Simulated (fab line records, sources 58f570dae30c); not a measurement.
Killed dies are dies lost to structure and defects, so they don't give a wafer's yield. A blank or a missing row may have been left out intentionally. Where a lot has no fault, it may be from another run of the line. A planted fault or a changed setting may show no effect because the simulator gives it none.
fab line records	flow berkeley-cmos170
record lots=5	wafers=23
route steps=331 shown ZERO@13 PWELL@39 ACTIVE@68 PFIELD@80 SACOX@98 NVT@105
start-h: the number of hours between the record's first day and the start of the first shown wafer of the lot	wait-h: hours elapsed since this lot's preceding step	" unchanged from the row above	L1.1+2: several wafers, shown together as one row	- either no value or no given start	* or withheld: withheld	< > ~ a bound
route shown NAME@n: a module of which the file shows steps, and the number in the route of the first	usual: the fault-free wafers' mean and standard deviation	same: alike in all rows	chamber/n: place in a boat	sites: each site's reading	_std_site: their standard deviation	_edge_site: mean of outer sites minus mean of inner sites	radius-mm: for every site, how far away it sits from the centre of the wafer	mask NAME#n: copy n	behind: the last tool/chamber to shape the wafer	hold: cause of the lot's hold/its duration in hours/its outcome	device: the transistor (n, p or np) that didn't switch	end of line: at the end of the route, the tests of the same wafers	a step without rows: its recipe alone	killed: the dies lost at the first sort to structure and to defects; this is not the yield of the wafer	map: a wafer's dies, marking killed ones x, the rest . and places with no die _
set.NAME: the setting that was run; set.NAME@STEP: the one run at that earlier step	model.NAME: the simulator's own value behind a step, which no gauge read
lots with deliberately changed settings; one table per step, one row per wafer
## steps
# step UCB170_ZERO_STRIP_07
# recipe chemistry=O2	power-w=400	pressure-mtorr=3500	platen-temp-c=withheld	o2-flow-sccm=400	overash-fraction=0.5
# usual strip-time-to-endpoint-s=21.48/0.073
lot.wafer	tool	chamber	start-h	wait-h	set.o2-flow-sccm	strip-time-to-endpoint-s
L074.1	plasma-asher-04	1	19.85	0.0	400	21.46
L074.2	"	0	"	"	353.4	21.80
L074.4	"	0	"	"	400	21.49
L074.5	"	1	"	"	400	21.49
L074.6	"	0	"	"	353.4	21.87
L077.1	plasma-asher-03	0	33.43	0.0	400	21.55
L077.3	"	0	"	"	400	21.50
L077.4	"	1	"	"	400	21.51
L077.5	"	0	"	"	400	21.48
L077.6	"	1	"	"	400	21.49
L078.2	plasma-asher-02	0	36.62	0.0	400	21.68
L078.3	"	0	"	"	428.3	21.40
L078.4	"	1	"	"	400	21.51
L078.5	"	0	"	"	428.3	21.39
L078.6	"	1	"	"	428.3	21.46
L079.1	plasma-asher-02	0	46.15	0.0	400	21.45
L079.3	"	1	"	"	400	21.40
L079.5	"	0	"	"	400	21.48
L080.1	plasma-asher-03	1	48.42	0.0	380.7	21.54
L080.3	"	1	"	"	400	21.40
L080.4	"	0	"	"	400	21.38
L080.5	"	0	"	"	380.7	21.65
L080.6	"	1	"	"	400	21.45
# step UCB170_PWELL_CVD_05
# recipe material=Si3N4	target-thk-nm=220	temp-c=800	precursor=SiH2Cl2/NH3	time-s=3300	pressure-mtorr=200	sih2cl2-flow-sccm=25	nh3-flow-sccm=75
lot.wafer	tool	chamber	start-h	wait-h	set.pressure-mtorr	model.Si3N4_of_PWELL_CVD_05.thk-nm
L074.1	-	-	-	0.0	227.2	229.5
L074.2	"	-	"	"	227.2	228
L074.4	"	-	"	"	227.2	228.6
L074.5	"	-	"	"	227.2	230
L074.6	"	-	"	"	227.2	225.5
L077.1	-	-	-	0.9	173.7	208.5
L077.3	"	-	"	"	173.7	208.7
L077.4	"	-	"	"	173.7	208.4
L077.5	"	-	"	"	173.7	208.2
L077.6	"	-	"	"	173.7	207.7
L078.2	-	-	-	1.0	212.5	221.7
L078.3	"	-	"	"	212.5	220.9
L078.4	"	-	"	"	212.5	221.1
L078.5	"	-	"	"	212.5	221.8
L078.6	"	-	"	"	212.5	221.4
L079.1	lpcvd-02	1	72.91	1.5	200	220.5
L079.3	"	1	"	"	200	219.2
L079.5	"	1	"	"	200	220.9
L080.1	-	-	-	0.0	200	218
L080.3+4	"	-	"	"	200	218.2
L080.5	"	-	"	"	200	218.7
L080.6	"	-	"	"	200	216.8
# step UCB170_PWELL_THK_MEAS_06
# recipe reads=Si3N4_of_PWELL_CVD_05
# usual PWELL_NITRIDE_THK=219.0/1.9
lot.wafer	tool	chamber	start-h	wait-h	set.pressure-mtorr@PWELL_CVD_05	PWELL_NITRIDE_THK[nm]
L074.1	film-metro-01	-	-	-	227.2	229.5
L074.2	"	-	"	"	227.2	228.0
L074.4	"	-	"	"	227.2	228.4
L074.5	"	-	"	"	227.2	230.2
L074.6	"	-	"	"	227.2	225.4
L077.1	film-metro-01	-	-	-	173.7	208.3
L077.3	"	-	"	"	173.7	208.9
L077.4	"	-	"	"	173.7	208.6
L077.5	"	-	"	"	173.7	208.2
L077.6	"	-	"	"	173.7	207.6
L078.2	film-metro-04	-	-	-	212.5	221.5
L078.3	"	-	"	"	212.5	221.0
L078.4	"	-	"	"	212.5	221.3
L078.5	"	-	"	"	212.5	222.0
L078.6	"	-	"	"	212.5	221.5
L079.1	film-metro-02	-	74.83	0.0	200	220.5
L079.3	"	-	"	"	200	219.2
L079.5	"	-	"	"	200	220.9
L080.1	film-metro-02	-	-	-	200	218.1
L080.3	"	-	"	"	200	218.2
L080.4	"	-	"	"	200	218.2
L080.5	"	-	"	"	200	218.7
L080.6	"	-	"	"	200	217.0
# step UCB170_ACTIVE_COAT_08
# recipe resist=KrF	spin-rpm=1500	resist-thk-nm=900
lot.wafer	tool	chamber	start-h	wait-h	set.spin-rpm	model.KrF_of_ACTIVE_COAT_08.thk-nm
L074.1	litho-track-02	0	73.63	0.1	1584	874.4
L074.2	"	0	"	"	1500	898.9
L074.4	"	0	"	"	1500	900.6
L074.5	"	0	"	"	1584	873.9
L074.6	"	0	"	"	1500	898.5
L077.1	litho-track-01	0	91.87	0.1	1534	892.3
L077.3	"	0	"	"	1500	900.3
L077.4	"	0	"	"	1534	886
L077.5	"	0	"	"	1500	896.3
L077.6	"	0	"	"	1534	887.9
L078.2	litho-track-03	0	91.90	0.1	1500	897.9
L078.3	"	0	"	"	1413	927.2
L078.4	"	0	"	"	1413	925.2
L078.5	"	0	"	"	1500	898.2
L078.6	"	0	"	"	1413	923.6
L079.1	litho-track-03	0	101.58	0.1	1500	897.4
L079.3	"	0	"	"	1500	901.7
L079.5	"	0	"	"	1500	901.1
L080.1	litho-track-02	0	101.63	0.1	1500	898.9
L080.3	"	0	"	"	1500	898.3
L080.4	"	0	"	"	1500	897
L080.5	"	0	"	"	1500	899.2
L080.6	"	0	"	"	1500	898.1
# step UCB170_ACTIVE_EXPOSE_10
# recipe mask-id=ACTIVE	target-cd-nm=1200	na=0.5	sigma-outer=0.6	source-shape=conventional	dose-mj=20
lot.wafer	tool	chamber	start-h	wait-h	mask	set.dose-mj
L074.1+2+4+5+6	krf-scanner-01	0	74.05	0.2	ACTIVE#0	20
L077.1+3+5	krf-scanner-01	0	92.17	0.1	ACTIVE#0	20
L077.4+6	"	0	"	"	ACTIVE#0	19.21
L078.2+4+5	krf-scanner-02	0	92.43	0.4	ACTIVE#0	19.19
L078.3+6	"	0	"	"	ACTIVE#0	20
L079.1+3+5	krf-scanner-02	0	101.88	0.1	ACTIVE#0	20
L080.1+5+6	krf-scanner-01	0	102.13	0.3	ACTIVE#0	20
L080.3+4	"	0	"	"	ACTIVE#0	18.55
# step UCB170_ACTIVE_PEB_11
# recipe peb-temp-c=130	peb-time-s=withheld	resist=KrF
# step UCB170_ACTIVE_DEVELOP_12
# recipe developer=TMAH	develop-time-s=45	resist=KrF	dev-temp-c=21
# step UCB170_ACTIVE_CD_MEAS_13
# recipe target-cd-nm=1200
# usual cd-nm=1199.7/1.1
lot.wafer	tool	chamber	start-h	wait-h	set.dose-mj@ACTIVE_EXPOSE_10	cd-nm
L074.1	cd-sem-01	-	74.50	-	20	1197.6
L074.2	"	-	"	"	20	1200.0
L074.4	"	-	"	"	20	1198.9
L074.5	"	-	"	"	20	1198.8
L074.6	"	-	"	"	20	1198.0
L077.1	cd-sem-01	-	92.56	-	20	1201.0
L077.3	"	-	"	"	20	1201.2
L077.4	"	-	"	"	19.21	1206.6
L077.5	"	-	"	"	20	1200.8
L077.6	"	-	"	"	19.21	1206.9
L078.2	cd-sem-01	-	92.86	-	19.19	1208.3
L078.3	"	-	"	"	20	1202.6
L078.4	"	-	"	"	19.19	1208.4
L078.5	"	-	"	"	19.19	1208.8
L078.6	"	-	"	"	20	1202.2
L079.1	cd-sem-02	-	102.28	-	20	1200.4
L079.3	"	-	"	"	20	1201.3
L079.5	"	-	"	"	20	1200.2
L080.1	cd-sem-01	-	102.52	-	20	1199.3
L080.3	"	-	"	"	18.55	1211.3
L080.4	"	-	"	"	18.55	1211.7
L080.5	"	-	"	"	20	1198.8
L080.6	"	-	"	"	20	1199.7
# step UCB170_ACTIVE_ETCH_15
# recipe chemistry=CH3F/Ar/O2	target=Si3N4	stop-on=SiO2	CH3F_flow_sccm=20	Ar_flow_sccm=50	O2_flow_sccm=7	pressure-mtorr=50	rf-w=450	target-depth-a=2420	over-etch-frac=0.1	time-s=151
lot.wafer	tool	chamber	start-h	wait-h	set.spin-rpm@ACTIVE_COAT_08	set.dose-mj@ACTIVE_EXPOSE_10	model.ACTIVE.cd-nm	model.KrF_of_ACTIVE_COAT_08.thk-nm
L074.1	rie-diel-01	0	74.66	0.0	1584	20	1198	700.4
L074.2	"	1	"	"	1500	20	1200	722.2
L074.4	"	2	"	"	1500	20	1199	729.5
L074.5	"	3	"	"	1584	20	1199	698.2
L074.6	"	2	"	"	1500	20	1199	726.7
L077.1	rie-diel-02	1	92.72	0.0	1534	20	1201	721
L077.3	"	0	"	"	1500	20	1201	723.2
L077.4	"	3	"	"	1534	19.21	1207	712.6
L077.5	"	1	"	"	1500	20	1201	726.1
L077.6	"	2	"	"	1534	19.21	1207	715.7
L078.2	rie-diel-01	3	92.99	0.0	1500	19.19	1208	721
L078.3	"	2	"	"	1413	20	1203	754.1
L078.4	"	0	"	"	1413	19.19	1208	751.5
L078.5	"	1	"	"	1500	19.19	1209	720
L078.6	"	0	"	"	1413	20	1203	748.9
L079.1	rie-diel-01	2	102.43	0.0	1500	20	1200	724.4
L079.3	"	1	"	"	1500	20	1201	722.8
L079.5	"	2	"	"	1500	20	1200	729.5
L080.1	rie-diel-04	1	102.67	0.0	1500	20	1199	724.7
L080.3	"	2	"	"	1500	18.55	1212	725.2
L080.4	"	0	"	"	1500	18.55	1212	717.3
L080.5	"	2	"	"	1500	20	1198	726.5
L080.6	"	1	"	"	1500	20	1199	723.8
# step UCB170_ACTIVE_STRIP_16
# recipe chemistry=O2	power-w=400	pressure-mtorr=3500	platen-temp-c=withheld	o2-flow-sccm=400	overash-fraction=0.5
# usual strip-time-to-endpoint-s=18.09/0.085
lot.wafer	tool	chamber	start-h	wait-h	set.spin-rpm@ACTIVE_COAT_08	strip-time-to-endpoint-s
L074.1	plasma-asher-01	0	74.76	0.1	1584	17.52
L074.2	"	1	"	"	1500	18.04
L074.4	"	1	"	"	1500	18.20
L074.5	"	1	"	"	1584	17.45
L074.6	"	0	"	"	1500	18.14
L077.1	plasma-asher-03	0	92.82	0.1	1534	17.99
L077.3	"	0	"	"	1500	18.06
L077.4	"	1	"	"	1534	17.80
L077.5	"	1	"	"	1500	18.13
L077.6	"	0	"	"	1534	17.87
L078.2	plasma-asher-01	1	93.09	0.1	1500	18.00
L078.3	"	1	"	"	1413	18.81
L078.4	"	0	"	"	1413	18.73
L078.5	"	1	"	"	1500	17.98
L078.6	"	0	"	"	1413	18.66
L079.1	plasma-asher-03	1	102.54	0.1	1500	18.08
L079.3	"	1	"	"	1500	18.04
L079.5	"	1	"	"	1500	18.20
L080.1	plasma-asher-01	1	102.77	0.1	1500	18.10
L080.3	"	1	"	"	1500	18.09
L080.4	"	0	"	"	1500	17.91
L080.5	"	0	"	"	1500	18.13
L080.6	"	1	"	"	1500	18.07
# step UCB170_ACTIVE_CD_MEAS_90
# recipe target-cd-nm=1200
# usual cd-nm=1199.6/1.2
lot.wafer	tool	chamber	start-h	wait-h	set.dose-mj@ACTIVE_EXPOSE_10	cd-nm
L074.1	cd-sem-01	-	74.86	0.1	20	1197.5
L074.2	"	-	"	"	20	1199.9
L074.4	"	-	"	"	20	1199.1
L074.5	"	-	"	"	20	1198.8
L074.6	"	-	"	"	20	1198.9
L077.1	cd-sem-02	-	92.92	0.1	20	1200.7
L077.3	"	-	"	"	20	1201.2
L077.4	"	-	"	"	19.21	1207.0
L077.5	"	-	"	"	20	1200.6
L077.6	"	-	"	"	19.21	1207.4
L078.2	cd-sem-02	-	93.21	0.1	19.19	1208.6
L078.3	"	-	"	"	20	1202.8
L078.4	"	-	"	"	19.19	1207.9
L078.5	"	-	"	"	19.19	1208.6
L078.6	"	-	"	"	20	1202.4
L079.1	cd-sem-01	-	102.64	0.1	20	1200.3
L079.3	"	-	"	"	20	1200.9
L079.5	"	-	"	"	20	1200.1
L080.1	cd-sem-01	-	102.87	0.1	20	1199.4
L080.3	"	-	"	"	18.55	1211.7
L080.4	"	-	"	"	18.55	1211.8
L080.5	"	-	"	"	20	1198.4
L080.6	"	-	"	"	20	1198.9
# step UCB170_PFIELD_COAT_01
# recipe resist=KrF	spin-rpm=1500	resist-thk-nm=900
lot.wafer	tool	chamber	start-h	wait-h	set.resist-thk-nm	model.KrF_of_PFIELD_COAT_01.thk-nm
L074.1	litho-track-04	0	75.57	0.1	900	901.3
L074.2	"	0	"	"	900	901.9
L074.4	"	0	"	"	900	899.2
L074.5	"	0	"	"	900	899.8
L074.6	"	0	"	"	900	900.4
L077.1	litho-track-03	0	93.52	0.1	939.5	939.5
L077.3	"	0	"	"	900	899.5
L077.4	"	0	"	"	900	900.1
L077.5	"	0	"	"	900	898.1
L077.6	"	0	"	"	939.5	940.3
L078.2	litho-track-04	0	93.98	0.1	871.6	870.1
L078.3	"	0	"	"	871.6	875
L078.4	"	0	"	"	900	897.9
L078.5	"	0	"	"	900	901.3
L078.6	"	0	"	"	871.6	870.6
L079.1	litho-track-03	0	104.17	0.1	900	897.5
L079.3	"	0	"	"	900	902.3
L079.5	"	0	"	"	900	897.3
L080.1	litho-track-04	0	104.17	0.1	900	901.1
L080.3	"	0	"	"	918.9	922
L080.4	"	0	"	"	900	901.4
L080.5	"	0	"	"	900	900.3
L080.6	"	0	"	"	918.9	918.1
# step UCB170_PFIELD_SOFTBAKE_02
# recipe resist=KrF	temp-c=130	time-s=60
# step UCB170_PFIELD_EXPOSE_03
# recipe mask-id=PFIELD	na=0.5	sigma-outer=0.6	source-shape=conventional	target-cd-nm=1500	dose-mj=29.44
# step UCB170_PFIELD_IMPLANT_07
# recipe species=B	dose-cm2=2e+13	energy-kev=80	tilt-deg=7
# step UCB170_PFIELD_STRIP_08
# recipe chemistry=O2	power-w=400	pressure-mtorr=3500	platen-temp-c=withheld	o2-flow-sccm=400	overash-fraction=0.5
# usual strip-time-to-endpoint-s=21.63/0.059
lot.wafer	tool	chamber	start-h	wait-h	set.resist-thk-nm@PFIELD_COAT_01	strip-time-to-endpoint-s
L074.1	plasma-asher-02	0	76.44	0.1	900	21.66
L074.2	"	1	"	"	900	21.67
L074.4	"	1	"	"	900	21.61
L074.5	"	0	"	"	900	21.62
L074.6	"	1	"	"	900	21.64
L077.1	plasma-asher-03	0	94.81	0.1	939.5	22.57
L077.3	"	1	"	"	900	21.61
L077.4	"	0	"	"	900	21.64
L077.5	"	0	"	"	900	21.57
L077.6	"	1	"	"	939.5	22.59
L078.2	plasma-asher-03	1	95.00	0.1	871.6	20.90
L078.3	"	1	"	"	871.6	21.02
L078.4	"	0	"	"	900	21.57
L078.5	"	1	"	"	900	21.67
L078.6	"	0	"	"	871.6	20.94
L079.1	plasma-asher-03	0	105.05	0.1	900	21.56
L079.3	"	1	"	"	900	21.68
L079.5	"	0	"	"	900	21.57
L080.1	plasma-asher-02	1	105.32	0.1	900	21.65
L080.3	"	1	"	"	918.9	22.16
L080.4	"	0	"	"	900	21.65
L080.5	"	0	"	"	900	21.62
L080.6	"	1	"	"	918.9	22.06
# step UCB170_SACOX_OXIDATION_01
# recipe temp-c=900	ambient=O2	target-thk-a=144	ox-time-s=2400
lot.wafer	tool	chamber	start-h	wait-h	set.temp-c	model.SiO2_of_SACOX_OXIDATION_01.thk-nm
L074.1	-	-	-	2.2	875.1	10.76
L074.2	"	-	"	"	875.1	10.96
L074.4	"	-	"	"	875.1	10.67
L074.5	"	-	"	"	875.1	10.53
L074.6	"	-	"	"	875.1	10.61
L077.1	-	-	-	5.4	883.4	11.77
L077.3	"	-	"	"	883.4	11.51
L077.4	"	-	"	"	883.4	11.75
L077.5	"	-	"	"	883.4	11.85
L077.6	"	-	"	"	883.4	11.55
L078.2	-	-	-	5.4	917.9	16.82
L078.3	"	-	"	"	917.9	16.88
L078.4	"	-	"	"	917.9	16.74
L078.5	"	-	"	"	917.9	16.59
L078.6	"	-	"	"	917.9	16.8
L079.1	furnace-03	0	128.74	2.4	900	14.57
L079.3	"	0	"	"	900	14.5
L079.5	"	0	"	"	900	14.49
L080.1	-	-	-	2.4	925	18.2
L080.3	"	-	"	"	925	18.28
L080.4	"	-	"	"	925	18.32
L080.5	"	-	"	"	925	18.15
L080.6	"	-	"	"	925	18.13
# step UCB170_SACOX_THK_MEAS_02
# recipe reads=SiO2_of_SACOX_OXIDATION_01
# usual SACOX_OXIDE_THK=14.24/0.26
lot.wafer	tool	chamber	start-h	wait-h	set.temp-c@SACOX_OXIDATION_01	SACOX_OXIDE_THK[nm]
L074.1	film-metro-04	-	-	-	875.1	10.77
L074.2	"	-	"	"	875.1	10.95
L074.4	"	-	"	"	875.1	10.62
L074.5	"	-	"	"	875.1	10.49
L074.6	"	-	"	"	875.1	10.55
L077.1	film-metro-03	-	-	-	883.4	11.76
L077.3	"	-	"	"	883.4	11.47
L077.4	"	-	"	"	883.4	11.75
L077.5	"	-	"	"	883.4	11.84
L077.6	"	-	"	"	883.4	11.52
L078.2	film-metro-01	-	-	-	917.9	16.81
L078.3	"	-	"	"	917.9	16.88
L078.4	"	-	"	"	917.9	16.73
L078.5	"	-	"	"	917.9	16.58
L078.6	"	-	"	"	917.9	16.82
L079.1	film-metro-03	-	130.41	0.0	900	14.55
L079.3	"	-	"	"	900	14.48
L079.5	"	-	"	"	900	14.53
L080.1	film-metro-01	-	-	-	925	18.22
L080.3	"	-	"	"	925	18.26
L080.4	"	-	"	"	925	18.33
L080.5	"	-	"	"	925	18.18
L080.6	"	-	"	"	925	18.14
# step UCB170_NVT_COAT_01
# recipe resist=KrF	spin-rpm=1500	resist-thk-nm=900
lot.wafer	tool	chamber	start-h	wait-h	set.resist-thk-nm	model.KrF_of_NVT_COAT_01.thk-nm
L074.1	litho-track-03	0	104.85	0.1	939.1	939.4
L074.2	"	0	"	"	939.1	939.7
L074.4	"	0	"	"	939.1	941.3
L074.5	"	0	"	"	900	900.7
L074.6	"	0	"	"	900	901.1
L078.2+6	litho-track-03	0	128.39	0.1	900	899.4
L078.3	"	0	"	"	950.1	947
L078.4	"	0	"	"	900	902.3
L078.5	"	0	"	"	950.1	950.1
L077.1	litho-track-02	0	128.51	0.1	866.6	864.5
L077.3	"	0	"	"	900	898.4
L077.4	"	0	"	"	866.6	865.3
L077.5	"	0	"	"	900	896.3
L077.6	"	0	"	"	900	900
L079.1	litho-track-03	0	136.49	0.1	900	899.6
L079.3	"	0	"	"	900	899.8
L079.5	"	0	"	"	900	899.4
L080.1	litho-track-02	0	136.63	0.1	900	904.2
L080.3	"	0	"	"	943.3	944.2
L080.4	"	0	"	"	900	901.3
L080.5	"	0	"	"	943.3	947.7
L080.6	"	0	"	"	943.3	948
# step UCB170_NVT_SOFTBAKE_02
# recipe resist=KrF	temp-c=130	time-s=60
# step UCB170_NVT_EXPOSE_03
# recipe mask-id=PWELL	target-cd-nm=3000	na=0.5	sigma-outer=0.6	source-shape=conventional	dose-mj=30
# step UCB170_NVT_IMPLANT_07
# recipe species=BF2	dose-cm2=3e+12	energy-kev=50	tilt-deg=7
# step UCB170_NVT_STRIP_08
# recipe chemistry=O2	power-w=400	pressure-mtorr=3500	platen-temp-c=withheld	o2-flow-sccm=400	overash-fraction=0.5
# usual strip-time-to-endpoint-s=21.65/0.06
lot.wafer	tool	chamber	start-h	wait-h	set.resist-thk-nm@NVT_COAT_01	strip-time-to-endpoint-s
L074.1	plasma-asher-01	0	105.85	0.1	939.1	22.56
L074.2	"	1	"	"	939.1	22.57
L074.4	"	1	"	"	939.1	22.62
L074.5	"	1	"	"	900	21.64
L074.6	"	0	"	"	900	21.65
L078.2	plasma-asher-02	0	129.54	0.1	900	21.62
L078.3	"	0	"	"	950.1	22.77
L078.4	"	1	"	"	900	21.69
L078.5	"	0	"	"	950.1	22.83
L078.6	"	1	"	"	900	21.61
L077.1	plasma-asher-01	1	129.68	0.1	866.6	20.77
L077.3	"	0	"	"	900	21.58
L077.4	"	1	"	"	866.6	20.81
L077.5	"	0	"	"	900	21.54
L077.6	"	1	"	"	900	21.63
L079.1	plasma-asher-02	0	137.52	0.1	900	21.61
L079.3	"	1	"	"	900	21.62
L079.5	"	1	"	"	900	21.62
L080.1	plasma-asher-01	1	137.80	0.1	900	21.75
L080.3	"	1	"	"	943.3	22.69
L080.4	"	0	"	"	900	21.66
L080.5	"	0	"	"	943.3	22.77
L080.6	"	1	"	"	943.3	22.77
## key
split step=UCB170_ZERO_STRIP_07	setting=o2-flow-sccm	stated=400	by=wafer
response step=UCB170_ZERO_STRIP_07	reading=strip-time-to-endpoint-s	change=*	per=1%	r=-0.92
split step=UCB170_PWELL_CVD_05	setting=pressure-mtorr	stated=200	by=lot
response step=UCB170_PWELL_CVD_05	reading=model.Si3N4_of_PWELL_CVD_05.thk-nm	change=+0.729	per=1%	r=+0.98
response step=UCB170_PWELL_THK_MEAS_06	reading=PWELL_NITRIDE_THK	change=+0.726	per=1%	r=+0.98
split step=UCB170_ACTIVE_COAT_08	setting=spin-rpm	stated=1500	by=wafer
response step=UCB170_ACTIVE_COAT_08	reading=model.KrF_of_ACTIVE_COAT_08.thk-nm	change=-4.58	per=1%	r=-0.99
response step=UCB170_ACTIVE_ETCH_15	reading=model.KrF_of_ACTIVE_COAT_08.thk-nm	change=-4.98	per=1%	r=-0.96
response step=UCB170_ACTIVE_STRIP_16	reading=strip-time-to-endpoint-s	change=*	per=1%	r=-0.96
split step=UCB170_ACTIVE_EXPOSE_10	setting=dose-mj	stated=20	by=wafer
response step=UCB170_ACTIVE_CD_MEAS_13	reading=cd-nm	change=-1.61	per=1%	r=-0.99
response step=UCB170_ACTIVE_ETCH_15	reading=model.ACTIVE.cd-nm	change=-1.63	per=1%	r=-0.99
response step=UCB170_ACTIVE_CD_MEAS_90	reading=cd-nm	change=-1.68	per=1%	r=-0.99
split step=UCB170_PFIELD_COAT_01	setting=resist-thk-nm	stated=900	by=wafer
response step=UCB170_PFIELD_COAT_01	reading=model.KrF_of_PFIELD_COAT_01.thk-nm	change=+9.1	per=1%	r=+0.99
response step=UCB170_PFIELD_STRIP_08	reading=strip-time-to-endpoint-s	change=*	per=1%	r=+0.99
split step=UCB170_SACOX_OXIDATION_01	setting=temp-c	stated=900	by=lot
response step=UCB170_SACOX_OXIDATION_01	reading=model.SiO2_of_SACOX_OXIDATION_01.thk-nm	change=+1.34	per=1%	r=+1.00
response step=UCB170_SACOX_THK_MEAS_02	reading=SACOX_OXIDE_THK	change=+1.35	per=1%	r=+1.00
split step=UCB170_NVT_COAT_01	setting=resist-thk-nm	stated=900	by=wafer
response step=UCB170_NVT_COAT_01	reading=model.KrF_of_NVT_COAT_01.thk-nm	change=+8.91	per=1%	r=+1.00
response step=UCB170_NVT_STRIP_08	reading=strip-time-to-endpoint-s	change=*	per=1%	r=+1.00
